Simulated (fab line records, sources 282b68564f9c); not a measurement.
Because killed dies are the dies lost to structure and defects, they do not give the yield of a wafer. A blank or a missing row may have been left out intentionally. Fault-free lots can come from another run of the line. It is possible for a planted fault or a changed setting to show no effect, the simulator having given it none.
fab line records | flow ritCmos
[record] lots = 7 wafers = 21 lastDay = 7
route steps=202 shown GATE@77 FOX2@80 M1@202
lots untouched by any fault: they come from a run of this same line in which no faults occurred
startH: the number of hours between the record's first day and the start of the first shown wafer of the lot | waitH: hours from the lot's prior step to this one | " identical to the entry in the row above | L1.1+2: several wafers, shown together as one row | - either no value or no given start | * or withheld: withheld | < > ~ a bound
route shown NAME@n: NAME is a module with steps in the file, n the number in the route of the first one | usual: the fault-free wafers' mean and standard deviation | same: alike in all rows | chamber/n: place in a boat | sites: the reading at each site | _std_site: how widely they spread, as a standard deviation | _edge_site: the outer-site mean with the inner-site mean subtracted | radiusMm: for every site, how far away it sits from the centre of the wafer | mask NAME#n: copy n | behind: the last tool/chamber to shape the wafer | hold: why the lot went on hold/how many hours it stayed there/how the hold came to an end | device: transistor that didn't switch, given as n, p or np | end of line: the same wafers' tests at the end of the route | for a step that has no rows: nothing shown but its recipe | killed: dies that structure and defects cost at the first sort, which is not the same as the wafer's yield | map: dies across one wafer; x = killed, . = not, _ = none there
set.NAME: setting as actually run; set.NAME@STEP: the setting as run at that earlier step | model.NAME: the simulator's own value behind a step, which no gauge read
lots at some steps of the route; a table a step, a row a wafer
services: the hour from which a tool's chamber was out of use, counted from the record's first day as startH (under 0 if before that day), plus the number of hours and why
[[steps]]
[step RIT_GATE_CLEAN_02]
[recipe] chemistry = dHF dilution = 50:1 timeS = 30
[step RIT_GATE_CLEAN_03]
[recipe] chemistry = SC2 mix = 3:3:50 timeS = 600 tempC = 75 dry = n2Spin
[step RIT_GATE_CLEAN_04]
[recipe] chemistry = dHF dilution = 50:1 timeS = 60 dry = n2Spin
[step RIT_FOX2_THK_MEAS_91]
[recipe] reads = SiO2_of_FOX2_OXIDATION_00
[usual] FIELD_OXIDE_LEFT_2_THK = 259/7.1
// columns lot.wafer tool chamber startH waitH FIELD_OXIDE_LEFT_2_THK[nm]
L756.2 filmMetro-04 - 32.80 0.0 256
L756.3 " - " " 262
L756.4 " - " " 259
L757.1 filmMetro-02 - 39.08 0.0 260
L757.5 " - " " 253
L757.6 " - " " 262
L762.3 filmMetro-02 - 66.53 0.0 266
L762.4 " - " " 266
L762.5 " - " " 267
L766.1 filmMetro-03 - 83.29 0.0 243
L766.2 " - " " 253
L766.5 " - " " 258
L767.2 filmMetro-02 - 87.83 0.0 251
L767.4 " - " " 254
L767.5 " - " " 245
L768.4 filmMetro-02 - 92.17 0.0 269
L768.5 " - " " 269
L768.6 " - " " 265
L779.2 filmMetro-03 - 146.77 0.0 263
L779.3 " - " " 260
L779.6 " - " " 266
[step RIT_GATE_OXIDATION_05]
[recipe] tempC = 900 ambient = O2 targetThkA = 30 oxTimeS = 270
[step RIT_GATE_ANNEAL_06]
[recipe] tempC = 900 timeS = 600 ambient = N2O
[step RIT_GATE_THK_MEAS_07]
[recipe] reads = SiO2_of_GATE_OXIDATION_05
[usual] GATE_OXIDE_THK = 3.01/0.064
// columns lot.wafer tool chamber startH waitH GATE_OXIDE_THK[nm]
L756.2 filmMetro-03 - 35.00 0.0 3.12
L756.3 " - " " 3.12
L756.4 " - " " 3.11
L757.1 filmMetro-02 - 41.36 0.0 3.12
L757.5 " - " " 3.03
L757.6 " - " " 3.03
L762.3 filmMetro-03 - 67.91 0.0 3.06
L762.4 " - " " 3.10
L762.5 " - " " 2.98
L766.1 filmMetro-02 - 85.20 0.0 2.99
L766.2 " - " " 3.01
L766.5 " - " " 2.99
L767.2 filmMetro-02 - 89.22 0.0 2.96
L767.4 " - " " 2.98
L767.5 " - " " 2.94
L768.4 filmMetro-02 - 94.81 0.0 3.00
L768.5 " - " " 3.04
L768.6 " - " " 3.01
L779.2 filmMetro-03 - 148.15 0.0 2.94
L779.3 " - " " 2.97
L779.6 " - " " 3.00
[step RIT_GATE_CVD_08]
[recipe] material = poly-Si targetThkNm = 250 tempC = 610 precursor = SiH4 timeS = 2220 pressureMtorr = 307.3 sih4FlowSccm = 100
[step RIT_GATE_THK_MEAS_09]
[recipe] reads = poly-Si_of_GATE_CVD_08
[usual] GATE_POLY_THK = 253.9/2.6
// columns lot.wafer tool chamber startH waitH GATE_POLY_THK[nm]
L756.2 filmMetro-02 - 36.77 0.0 250.7
L756.3 " - " " 251.6
L756.4 " - " " 251.2
L757.1 filmMetro-04 - 43.04 0.0 256.2
L757.5 " - " " 253.9
L757.6 " - " " 254.7
L762.3 filmMetro-02 - 70.40 0.0 250.1
L762.4 " - " " 251.1
L762.5 " - " " 252.0
L766.1 filmMetro-02 - 86.88 0.0 254.2
L766.2 " - " " 254.2
L766.5 " - " " 253.5
L767.2 filmMetro-02 - 91.70 0.0 248.5
L767.4 " - " " 248.6
L767.5 " - " " 251.1
L768.4 filmMetro-03 - 96.49 0.0 253.7
L768.5 " - " " 255.2
L768.6 " - " " 253.4
L779.2 filmMetro-04 - 149.83 0.0 252.7
L779.3 " - " " 251.9
L779.6 " - " " 252.2
[step RIT_GATE_HMDS_10]
[recipe] primeTimeS = 60 primeTempC = 140
[step RIT_GATE_COAT_11]
[recipe] resist = NOVOLAK spinRpm = 4250 resistThkNm = 850
[step RIT_GATE_SOFTBAKE_12]
[recipe] resist = NOVOLAK tempC = 90 timeS = 60
[step RIT_GATE_EXPOSE_13]
[recipe] maskId = M6 na = 0.6 sourceShape = conventional sigmaOuter = 0.6 targetCdNm = 150 doseMj = 374.9
[usual] reticleTempC = 23.00/0.1
// columns lot.wafer tool chamber startH waitH mask reticleTempC model.GATE.overlayXNm
L756.2 ilineStepper-02 0 37.28 0.1 M6#0 23.04 -0.7765
L756.3 " 0 " " M6#0 23.03 -0.7765
L756.4 " 0 " " M6#0 23.07 -0.7765
L757.1 ilineStepper-01 0 43.67 0.2 M6#0 23.06 0.464
L757.5 " 0 " " M6#0 23.15 0.464
L757.6 " 0 " " M6#0 23.23 0.464
L762.3 ilineStepper-02 0 71.05 0.2 M6#0 22.89 240.1
L762.4 " 0 " " M6#0 22.97 240.1
L762.5 " 0 " " M6#0 23.06 240.1
L766.1 ilineStepper-02 0 87.52 0.2 M6#0 23.00 238.5
L766.2 " 0 " " M6#0 23.03 238.5
L766.5 " 0 " " M6#0 22.97 238.5
L767.2 ilineStepper-02 0 92.22 0.1 M6#0 23.06 239.8
L767.4 " 0 " " M6#0 23.07 239.8
L767.5 " 0 " " M6#0 22.90 239.8
L768.4 ilineStepper-01 0 97.15 0.2 M6#0 22.91 0.01017
L768.5 " 0 " " M6#0 23.06 0.01017
L768.6 " 0 " " M6#0 23.01 0.01017
L779.2 ilineStepper-01 0 150.48 0.2 M6#0 22.85 0.2249
L779.3 " 0 " " M6#0 22.81 0.2249
L779.6 " 0 " " M6#0 22.94 0.2249
[step RIT_GATE_PEB_14]
[recipe] resist = NOVOLAK tempC = withheld timeS = withheld
[step RIT_GATE_DEVELOP_15]
[recipe] resist = NOVOLAK developTimeS = 50 devTempC = 23
[step RIT_GATE_CD_MEAS_16]
[recipe] targetCdNm = 150
[usual] cdNm = 150.6/2.4
// columns lot.wafer tool chamber startH waitH cdNm
L756.2 cdSem-02 - 37.69 - 147.9
L756.3 " - " " 148.4
L756.4 " - " " 148.4
L757.1 cdSem-02 - 44.07 - 151.1
L757.5 " - " " 149.4
L757.6 " - " " 152.4
L762.3 cdSem-02 - 71.45 - 151.7
L762.4 " - " " 149.2
L762.5 " - " " 150.1
L766.1 cdSem-01 - 87.93 - 149.8
L766.2 " - " " 151.8
L766.5 " - " " 152.0
L767.2 cdSem-01 - 92.62 - 151.4
L767.4 " - " " 150.7
L767.5 " - " " 150.6
L768.4 cdSem-01 - 97.56 - 153.4
L768.5 " - " " 154.1
L768.6 " - " " 154.3
L779.2 cdSem-02 - 150.88 - 153.9
L779.3 " - " " 149.6
L779.6 " - " " 152.7
[step RIT_GATE_OVL_MEAS_17]
[usual] GATE_OVL = 0.1/1.5
// columns lot.wafer tool chamber startH waitH GATE_OVL[nm]
L756.2 overlay-02 - 37.79 0.1 -0.5
L756.3 " - " " -0.4
L756.4 " - " " -0.3
L757.1 overlay-01 - 44.19 0.1 1.5
L757.5 " - " " -1.1
L757.6 " - " " 0.4
L762.3 overlay-01 - 71.54 0.1 240.8
L762.4 " - " " 242.1
L762.5 " - " " 240.2
L766.1 overlay-02 - 88.05 0.1 238.3
L766.2 " - " " 237.1
L766.5 " - " " 237.4
L767.2 overlay-01 - 92.73 0.1 241.9
L767.4 " - " " 239.3
L767.5 " - " " 239.9
L768.4 overlay-01 - 97.63 0.1 -0.7
L768.5 " - " " 1.1
L768.6 " - " " -0.5
L779.2 overlay-01 - 150.98 0.1 0.1
L779.3 " - " " 0.7
L779.6 " - " " -1.0
[step RIT_GATE_HARDBAKE_18]
[recipe] resist = NOVOLAK tempC = 140 timeS = 60
[step RIT_M1_PROBE_99]
[usual] killed_at_M0_to_M3 = 0.0/0.083 killedAtFrontEnd = 6.3/2.9 killedDies = 6.4/2.9 killedOpen = 3.3/2.1 killedShort = 3.1/1.7
[same] grossDies = 264 killed_at_M4_up = 0 killedAtBackSide = 0 killedAtContacts = 0 killedAtOther = 0
// columns lot.wafer tool chamber startH waitH killed_at_M0_to_M3 killedAtFrontEnd killedDies killedOpen killedShort model.etest.pldd.widthNm model.etest.nldd.widthNm model.etest.gateEndArray.leakLog10AUm model.etest.nmos_0p15.junctionLog10AUm model.etest.selectEdgeDiodeP.overLimit model.etest.selectEdgeDiodeN.overLimit model.etest.nmosNarrow.offLog10AUm model.etest.nmos_0p3.offLog10AUm
L756.2 prober-01 - 58.08 0.1 0 8 8 3 5 3144 3139 -13.03 -13.65 0 0 -13.29 -13.11
L756.3 prober-01 - 58.13 0.2 0 6 6 3 3 3123 3136 -12.89 -13.43 0 0 -13.28 -13.02
L756.4 prober-01 - 58.18 0.2 0 2 2 1 1 3128 3139 -12.72 -13.64 0 0 -13.36 -12.9
L757.1 prober-02 - 66.98 0.1 0 6 6 3 3 3150 3164 -12.97 -13.63 0 0 -13.35 -13.15
L757.5 prober-02 - 67.18 0.2 1 11 12 5 7 3163 3153 -12.9 -13.68 0 0 -13.28 -13.05
L757.6 prober-02 - 67.23 0.2 0 6 6 1 5 3151 3155 -12.81 -13.53 0 0 -13.23 -12.98
L762.3 prober-01 - 91.75 0.2 0 7 7 2 5 2991 2995 -7.614 -12.39 1 1 -12.35 -12.33
L762.4 prober-01 - 91.80 0.2 0 6 6 6 0 2989 3004 -7.421 -12.38 1 1 -12.37 -12.33
L762.5 prober-01 - 91.85 0.2 0 4 4 3 1 3000 2985 -7.631 -12.59 1 1 -12.52 -12.5
L766.1 prober-01 - 107.83 0.1 0 7 7 7 0 3004 3024 -7.476 -12.53 1 1 -12.49 -12.39
L766.2 prober-01 - 107.88 0.1 0 16 16 7 9 3012 2995 -7.401 -12.22 1 1 -12.19 -12.15
L766.5 prober-01 - 108.03 0.2 0 19 19 11 8 3017 3009 -7.837 -12.65 1 1 -12.62 -12.55
L767.2 prober-02 - 112.69 0.1 0 4 4 2 2 2996 3014 -7.396 -12.4 1 1 -12.36 -12.32
L767.4 prober-02 - 112.79 0.2 0 4 4 2 2 2999 3016 -7.567 -12.43 1 1 -12.38 -12.34
L767.5 prober-02 - 112.84 0.2 0 4 4 3 1 3003 2995 -7.074 -12.36 1 1 -12.34 -12.28
L768.4 prober-02 - 117.87 0.2 0 4 4 3 1 3146 3142 -12.86 -13.65 0 0 -13.3 -13.03
L768.5 prober-02 - 117.92 0.2 0 5 5 2 3 3141 3144 -13.07 -13.61 0 0 -13.26 -13.16
L768.6 prober-02 - 117.97 0.2 0 3 3 1 2 3145 3146 -12.7 -13.45 0 0 -13.19 -12.85
L779.2 prober-01 - 175.25 0.1 0 5 5 1 3 3130 3156 -12.64 -13.39 0 0 -13.19 -12.81
L779.3 prober-01 - 175.30 0.2 0 12 12 8 3 3146 3144 -12.65 -13.4 0 0 -13.17 -12.84
L779.6 prober-01 - 175.45 0.2 0 4 4 2 2 3148 3138 -12.93 -13.47 0 0 -13.11 -13.01
// killed by level:class
L756.2 GATE:geometricParticle:open=3 SILICIDE:geometricParticle:short=2 FOX2:geometricParticle:short=1 GATE:geometricParticle:short=1 REOX:geometricParticle:short=1
L756.3 GATE:geometricParticle:open=3 FOX2:geometricParticle:short=1 GATE:geometricParticle:short=1 SILICIDE:geometricParticle:short=1
L756.4 FOX1:geometricParticle:open=1 SPACER:geometricParticle:short=1
L757.1 GATE:geometricParticle:short=2 GATE:geometricParticle:open=1 REOX:geometricParticle:open=1 SILICIDE:geometricParticle:open=1 SILICIDE:geometricParticle:short=1
L757.5 GATE:geometricParticle:open=3 SPACER:geometricParticle:short=2 FOX1:geometricParticle:short=1 GATE:geometricParticle:short=1 REOX:geometricParticle:short=1 REOX:geometricParticle:open=1 SPACER:geometricParticle:open=1 SILICIDE:geometricParticle:short=1
L757.6 GATE:geometricParticle:short=4 GATE:geometricParticle:open=1 REOX:geometricParticle:short=1
L762.3 SPACER:geometricParticle:short=2 GATE:geometricParticle:short=1 GATE:geometricParticle:open=1 REOX:geometricParticle:short=1 SILICIDE:geometricParticle:short=1 SILICIDE:geometricParticle:open=1
L762.4 FOX1:geometricParticle:open=2 GATE:geometricParticle:open=2 REOX:geometricParticle:open=2
L762.5 GATE:geometricParticle:open=1 REOX:geometricParticle:open=1 SPACER:geometricParticle:short=1 SILICIDE:geometricParticle:open=1
L766.1 REOX:geometricParticle:open=4 GATE:geometricParticle:open=2 FOX2:geometricParticle:open=1
L766.2 REOX:geometricParticle:short=5 FOX1:geometricParticle:short=3 GATE:geometricParticle:open=3 REOX:geometricParticle:open=2 SILICIDE:geometricParticle:open=2 GATE:geometricParticle:short=1
L766.5 GATE:geometricParticle:open=5 FOX1:geometricParticle:open=4 GATE:geometricParticle:short=4 FOX2:geometricParticle:short=2 FOX2:geometricParticle:open=1 REOX:geometricParticle:open=1 REOX:geometricParticle:short=1 SILICIDE:geometricParticle:short=1
L767.2 SILICIDE:geometricParticle:open=2 FOX2:geometricParticle:short=1 SILICIDE:geometricParticle:short=1
L767.4 GATE:geometricParticle:short=1 GATE:geometricParticle:open=1 SPACER:geometricParticle:open=1 SILICIDE:geometricParticle:short=1
L767.5 GATE:geometricParticle:open=2 GATE:geometricParticle:short=1 SPACER:geometricParticle:open=1
L768.4 SILICIDE:geometricParticle:open=2 FOX2:geometricParticle:short=1 GATE:geometricParticle:open=1
L768.5 SILICIDE:geometricParticle:short=2 FOX1:geometricParticle:short=1 FOX2:geometricParticle:open=1 GATE:geometricParticle:open=1
L768.6 GATE:geometricParticle:short=2 SILICIDE:geometricParticle:open=1
L779.2 REOX:geometricParticle:short=2 FOX1:geometricParticle:short=1 GATE:geometricParticle:open=1 NWELL:coatMicrobubblePrinted=1
L779.3 GATE:geometricParticle:open=3 REOX:geometricParticle:open=3 FOX1:geometricParticle:open=2 REOX:geometricParticle:short=2 GATE:geometricParticle:short=1 NWELL:coatMicrobubblePrinted=1
L779.6 GATE:geometricParticle:short=2 GATE:geometricParticle:open=2
[[services]]
// columns tool chamber startH hours kind
ilineStepper-01 - 15.61 1.7 pm
ilineStepper-01 0 34.01 - calibration
ilineStepper-02 0 63.35 - calibration
ilineStepper-02 - 63.47 1.7 pm
ilineStepper-02 - 74.89 2.1 pm
ilineStepper-02 - 76.97 - consumableReplace:lamp
[[key]]
[firstSign] step = RIT_GATE_OVL_MEAS_17 reading = GATE_OVL direction = up sigmas = 99+ usual = 0.1 struck = 239.7
effect none on later readings
[modelEffect] step = RIT_GATE_EXPOSE_13 value = GATE.overlayXNm without = -0.5398 struck = 239.5
[modelEffect] step = RIT_M1_PROBE_99 value = etest.pldd.widthNm without = 3146 struck = 3001
metAt RIT_GATE_EXPOSE_13
struckWafers L762.3,L762.4,L762.5,L766.1,L766.2,L766.5,L767.2,L767.4,L767.5
testerLeftOut L762,L766,L767
onsetBetween 37.28 71.05
[fault] kind = scannerMatchingOverlay tool = ilineStepper-02 chamber = - onsetH = 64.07 steps = RIT_GATE_EXPOSE_13 offset = 240
// testerLeftOut: of these lots the tester's yield and bins aren't shown, on N5 and GAA mostly nor the transistor test; their killed dies are dies lost to structure and defects alone, not to doping, threshold or leakage, so they don't give the yield
